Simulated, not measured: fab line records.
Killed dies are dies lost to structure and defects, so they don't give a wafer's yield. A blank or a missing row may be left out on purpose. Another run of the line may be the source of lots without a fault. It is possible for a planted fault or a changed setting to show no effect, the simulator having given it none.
Split-lot trial ; flow berkeley cmos170 ; 27 wafers read across 5 lots, on a route 331 steps long

## THE SPLIT
At UCB170_M1_METAL_ETCH_12 (etches Al in Cl2/BCl3, stops on PSG, target depth 780 nm, time 130 s), the setting time s was moved away from the recipe's 130 s on 6 of the 27 wafers read, by -33.8% to +48.8%. For the rest of the wafers, this setting stayed at what the recipe calls for.

## SPLIT TO READING: what lies between them in the file, 1 step
- UCB170_M1_STRIP_13: strips in O2

## THE READING
cd nm, in nm, at UCB170_M1_CD_MEAS_90 (target cd 700 nm). Typical for fault-free wafers on this fab line: 700.0 nm, with standard deviation 1.9 nm.

wafer;tool, chamber at the split;time s as run, s;against the recipe;cd nm, nm;against lot-mates on the recipe
L074.1;rie metal-03, 1;130;recipe;700.3;-
L074.2;rie metal-03, 0;130;recipe;701.3;-
L074.3;rie metal-03, 1;130;recipe;702.0;-
L074.4;rie metal-03, 0;130;recipe;699.5;-
L074.5;rie metal-03, 0;130;recipe;704.2;-
L074.6;rie metal-03, 1;130;recipe;700.1;-
L077.1;rie metal-04, 1;193.4;+48.8%;683.2;-16.3
L077.2;rie metal-04, 1;130;recipe;699.5;-
L077.3;rie metal-04, 1;193.4;+48.8%;683.2;-16.3
L077.4;rie metal-04, 1;130;recipe;699.3;-
L077.5;rie metal-04, 1;130;recipe;699.7;-
L077.6;rie metal-04, 1;193.4;+48.8%;682.6;-16.9
L075.1;rie metal-03, 0;86.01;-33.8%;711.5;+10.4
L075.2;rie metal-03, 1;130;recipe;703.6;-
L075.3;rie metal-03, 1;130;recipe;699.1;-
L075.4;rie metal-03, 0;86.01;-33.8%;709.9;+8.8
L075.5;rie metal-03, 0;130;recipe;700.6;-
L075.6;rie metal-03, 1;86.01;-33.8%;709.6;+8.5
L079.1;rie metal-03, 1;130;recipe;697.4;-
L079.3;rie metal-03, 1;130;recipe;700.2;-
L079.6;rie metal-03, 0;130;recipe;700.7;-
L083.1;rie metal-04, 1;130;recipe;701.9;-
L083.2;rie metal-04, 0;130;recipe;700.5;-
L083.3;rie metal-04, 0;130;recipe;700.0;-
L083.4;rie metal-04, 1;130;recipe;704.7;-
L083.5;rie metal-04, 0;130;recipe;702.2;-
L083.6;rie metal-04, 1;130;recipe;704.1;-

FIT RESULTS
A straight line over all 27 wafers: cd nm changes by -0.337 nm for each +1% of time s; r = -0.96; the points scatter about the line by 1.9 nm.
The same after taking each lot's own level away (the mean of its wafers on the recipe; 27 wafers): -0.316 nm for each +1%; r = -0.97; scatter 1.5 nm.
The reading moves by 15 nm for the largest change in time s, on that fit.
The lots' own levels span 699.43 to 702.23 nm, that is 1.5 times the standard deviation above.
The two slopes agree, so the slope changes little with the lot-to-lot level.
Check: -15.5 nm against its lot-mates is what the line predicts for one of the wafers moved furthest among these (+48.8%) when that wafer is left out of the fit. It came out at -16.3 nm against them.

## THESE WAFERS: OTHER SPLITS
Other splits were also applied to these wafers ahead of the reading. Each is held against what the fit with the lots' levels taken away leaves over:
other split on the same wafers;wafers away from the commonest value;r with cd nm (lot level and that fit taken away)
UCB170_NWELL_CVD_04 time s;18;+0.06
UCB170_PWELL_CVD_05 time s;21;-0.06
UCB170_ACTIVE_DEVELOP_12 develop time s;9;+0.01

## THE WHOLE CHAIN: every reading that the file lists as answering this split, in the file's order
step;what it does;reading;change (the file's fit);r (the file's)
UCB170_M1_METAL_ETCH_12;etches Al in Cl2/BCl3, stops on PSG, target depth 780 nm, time 130 s;M1.feature depth nm (the simulator's own value, which no gauge read);not straight: 525.4 at the lowest setting, 641.1 at the recipe, 662.4 at the highest;not given
UCB170_M1_METAL_ETCH_12;etches Al in Cl2/BCl3, stops on PSG, target depth 780 nm, time 130 s;KrF_of_M1_COAT_04.thk nm (the simulator's own value, which no gauge read);-4.62 nm for each +1% of the setting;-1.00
UCB170_M1_STRIP_13;strips in O2;oes product au;not straight: 0.726 at the lowest setting, 0.720 at the recipe, 0.509 at the highest;not given
UCB170_M1_CD_MEAS_90;target cd 700 nm;cd nm;-0.317 nm for each +1% of the setting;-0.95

## THE FILE'S OWN FIT
cd nm changes by -0.317 nm for each +1% of time s, r = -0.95.
